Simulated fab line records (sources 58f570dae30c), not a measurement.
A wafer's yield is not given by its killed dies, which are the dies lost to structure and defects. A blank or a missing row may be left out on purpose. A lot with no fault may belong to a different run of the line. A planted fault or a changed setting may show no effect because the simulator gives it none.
Which of the tools did it? ; flow berkeley cmos170 ; Sampling: 14 lots, 42 wafers, 6 of 331 route steps

== WHAT THE GAUGES SHOWED, per wafer ==
UCB170_GATE_CD_MEAS_12: the cd target is 350 nm.
lot;measured;on;cd nm (nm)
L295;day 6 20:28;cd sem-01;348.7 348.9 349.4
L294;day 6 20:36;cd sem-01;352.6 350.9 350.8
L296;day 7 17:28;cd sem-02;350.8 350.5 352.5
L298;day 8 00:29;cd sem-02;348.6 348.2 347.9
L299;day 8 00:20;cd sem-01;350.5 350.9 350.6
L301;day 8 17:30;cd sem-01;348.9 349.5 349.9
L304;day 9 07:14;cd sem-01;350.0 350.7 350.2
L306;day 9 17:58;cd sem-01;350.8 349.6 351.2
L309;day 10 11:59;cd sem-01;350.3 350.8 351.5
L311;day 10 11:41;cd sem-01;347.9 348.4 347.9
L312;day 11 20:50;cd sem-01;351.3 350.1 351.4
L315;day 12 04:20;cd sem-01;352.3 350.9 351.3
L316;day 12 13:13;cd sem-02;352.5 351.9 352.7
L317;day 12 12:54;cd sem-02;350.3 351.2 352.7

UCB170_GATE_OVL_MEAS_13.
lot;measured;on;GATE_OVL (nm)
L295;day 6 20:33;overlay-01;5 13 5
L294;day 6 20:43;overlay-02;4 5 7
L296;day 7 17:34;overlay-01;6 2 -9
L298;day 8 00:37;overlay-02;-2 1 -10
L299;day 8 00:27;overlay-01;-5 0 -5
L301;day 8 17:36;overlay-01;-6 -1 0
L304;day 9 07:20;overlay-02;10 0 9
L306;day 9 18:04;overlay-02;3 4 5
L309;day 10 12:07;overlay-02;5 11 0
L311;day 10 11:47;overlay-01;10 9 13
L312;day 11 20:56;overlay-01;-9 -2 -6
L315;day 12 04:27;overlay-01;3 -1 -1
L316;day 12 13:20;overlay-02;-10 -10 0
L317;day 12 13:01;overlay-02;-3 -5 -13

UCB170_PLDD_TW_MEAS_11.
lot;measured;on;PLDD_TW
L295;day 6 23:55;film metro-03;1013 1018 1017
L294;day 7 00:05;film metro-02;1008 1008 1001
L296;day 7 19:29;film metro-04;1003 1002 1000
L298;day 8 02:50;film metro-03;1018 1015 1016
L299;day 8 02:32;film metro-04;990 991 995
L301;day 8 19:46;film metro-03;1025 1017 1016
L304;day 9 15:33;film metro-04;1073 1080 1072
L306;day 9 21:01;film metro-02;1083 1080 1090
L309;day 10 14:21;film metro-02;1018 1020 1015
L311;day 10 14:09;film metro-04;996 1000 1000
L312;day 12 00:19;film metro-03;1012 1017 1014
L315;day 12 06:30;film metro-02;1012 1019 1012
L316;day 12 16:15;film metro-03;1012 1013 1019
L317;day 12 15:58;film metro-03;1018 1023 1014

UCB170_SDANNEAL_RS_MEAS_04: the measuring method here is four-point-probe.
lot;measured;on;PLDD_RS (ohm/sq)
L295;day 7 20:06;film metro-02;1032.3 1031.3 1031.5
L294;day 7 18:02;film metro-03;1031.9 1033.6 1034.0
L296;day 8 09:47;film metro-03;1030.2 1030.7 1029.5
L298;day 8 17:56;film metro-03;1031.4 1033.2 1032.4
L299;day 8 17:35;film metro-04;1032.9 1032.4 1034.8
L301;day 9 10:22;film metro-04;1031.8 1033.2 1029.2
L304;day 10 04:53;film metro-04;859.7 861.0 859.3
L306;day 10 12:00;film metro-02;859.3 859.0 860.5
L309;day 11 07:07;film metro-04;1035.9 1035.6 1034.6
L311;day 11 06:41;film metro-03;1024.7 1030.0 1029.2
L312;day 12 14:50;film metro-04;1038.2 1036.4 1035.1
L315;day 13 02:48;film metro-04;1031.6 1032.5 1031.1
L316;day 13 10:59;film metro-02;1034.7 1031.3 1032.9
L317;day 13 10:31;film metro-03;1029.1 1026.9 1030.2

== WHAT TOOL EACH LOT RAN ON (gives the tool, then ch and the chambers of the sampled wafers, and finally the start) ==
lot;UCB170_PVT_STRIP_08;UCB170_PLDD_IMPLANT_09
L295;plasma asher-03 ch 0,1, day 6 05:20;implanter-03 ch 0, day 6 23:42
L294;plasma asher-02 ch 0,1, day 6 09:17;implanter-01 ch 0, day 6 23:50
L296;plasma asher-01 ch 0,1, day 7 01:10;implanter-01 ch 0, day 7 19:16
L298;plasma asher-03 ch 0,1, day 7 09:55;implanter-01 ch 0, day 8 02:35
L299;plasma asher-02 ch 0,1, day 7 10:09;implanter-01 ch 0, day 8 02:17
L301;plasma asher-03 ch 0,1, day 8 03:46;implanter-03 ch 0, day 8 19:32
L304;plasma asher-03 ch 0,1, day 8 15:58;implanter-01 ch 0, day 9 15:19
L306;plasma asher-01 ch 0,1, day 9 05:46;implanter-01 ch 0, day 9 20:47
L309;plasma asher-02 ch 0,1, day 9 19:50;implanter-02 ch 0, day 10 14:06
L311;plasma asher-01 ch 0,1, day 9 21:16;implanter-03 ch 0, day 10 13:55
L312;plasma asher-01 ch 0,1, day 10 20:21;implanter-03 ch 0, day 12 00:04
L315;plasma asher-03 ch 0,1, day 11 08:50;implanter-03 ch 0, day 12 06:15
L316;plasma asher-01 ch 0,1, day 11 23:19;implanter-02 ch 0, day 12 16:00
L317;plasma asher-03 ch 0,1, day 11 23:35;implanter-03 ch 0, day 12 15:44
- UCB170_PVT_STRIP_08: strips in O2.
- UCB170_PLDD_IMPLANT_09

== WHAT THE TOOLS THEMSELVES READ (means of the sampled wafers that have a number; where no wafer has one, the mark that the record gives instead) ==
UCB170_PVT_STRIP_08.
lot;tool;chamber pressure mTorr (mTorr);drypump motor current A (A);o2 flow sccm (sccm);oes product au (a.u.);strip time to endpoint s (s)
L295;plasma asher-03;3500;5.6;400.3;0.730;21.67
L294;plasma asher-02;3499;6.0;398.1;0.736;21.69
L296;plasma asher-01;3501;5.9;399.9;0.735;21.64
L298;plasma asher-03;3502;5.6;399.6;0.733;21.71
L299;plasma asher-02;3501;6.3;398.9;0.733;21.72
L301;plasma asher-03;3502;5.6;397.8;0.732;21.54
L304;plasma asher-03;3502;5.2;400.6;0.734;21.66
L306;plasma asher-01;3499;5.6;398.9;0.733;21.65
L309;plasma asher-02;3499;6.3;400.8;0.733;21.65
L311;plasma asher-01;3499;5.9;398.7;0.736;21.62
L312;plasma asher-01;3503;5.5;399.9;0.739;21.77
L315;plasma asher-03;3500;5.6;401.0;0.730;21.62
L316;plasma asher-01;3501;5.5;399.1;0.735;21.64
L317;plasma asher-03;3501;5.6;400.1;0.737;21.67

UCB170_PLDD_IMPLANT_09.
lot;tool;beam on s (s);dose ions cm2;faraday current uA
L295;implanter-03;10.16;4.997e+13;156
L294;implanter-01;9.95;5.002e+13;159
L296;implanter-01;9.93;5.004e+13;160
L298;implanter-01;9.98;5.003e+13;159
L299;implanter-01;9.90;4.995e+13;160
L301;implanter-03;10.01;5.001e+13;159
L304;implanter-01;13.25;7.584e+13;181
L306;implanter-01;13.20;7.584e+13;182
L309;implanter-02;10.09;4.999e+13;157
L311;implanter-03;9.99;5.002e+13;159
L312;implanter-03;9.93;4.999e+13;160
L315;implanter-03;9.97;5.005e+13;159
L316;implanter-02;10.05;4.993e+13;158
L317;implanter-03;9.86;4.998e+13;161

== THE ANSWER, worked out from the rows above alone ==
Rule: usual is defined by the lots themselves. The widest of any qualifying gaps counts: lots, ordered by their means at a reading, are off when they make up no more than a third of the lots, leave a main group of 4 or more, and stand apart from it by 3 or more times the standard deviation of that group's means. Not used: any main group whose means are identical at the precision the tables above print for the reading. A lot without any number at a reading at which 4 lots or more have one is off too. Where the step has rows for the other lots, those lots are counted as sound. After the gauges, taken in route order, come the tools' own readings; for these a lot's mean is taken, as printed above. The first step at which some lot is off is used, and at that step the reading that is off furthest; a lot without a number counts as furthest.
Off: L304, L306, seen at UCB170_PLDD_TW_MEAS_11 (PLDD_TW). For the main group the mean is 1011 and the standard deviation 8.6.
If a tool, at a process step before that reading, ran all the lots that are off and no sound lot after the first of them, it fits. Not tried: the gauges at UCB170_PLDD_TW_MEAS_11; whatever is off there is also off at UCB170_PLDD_IMPLANT_09, on other tools, and gauge error can't account for it. One fits: UCB170_PLDD_IMPLANT_09 on implanter-01. Its last sound lot is L298 (day 8 02:35), its first lot that is off L304 (day 9 15:19): a fault that began between those two fits.
The tool's own readings at UCB170_PLDD_IMPLANT_09 bear it out: on the lots that are off they differ by more than 5 times the standard deviation of the sound lots' means. beam on s reads 13.22 s there against 9.98 s on the sound lots; dose ions cm2 reads 7.584e+13 there against 5.000e+13 on the sound lots; faraday current uA reads 182 there against 159 on the sound lots.

== WHAT THE SIMULATOR PUT IN ==
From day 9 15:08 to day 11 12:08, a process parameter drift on implanter-01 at UCB170_PLDD_IMPLANT_09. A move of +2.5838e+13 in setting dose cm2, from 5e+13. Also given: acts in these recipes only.
Lots struck among those shown: L304, L306. The same result came from the rule above.
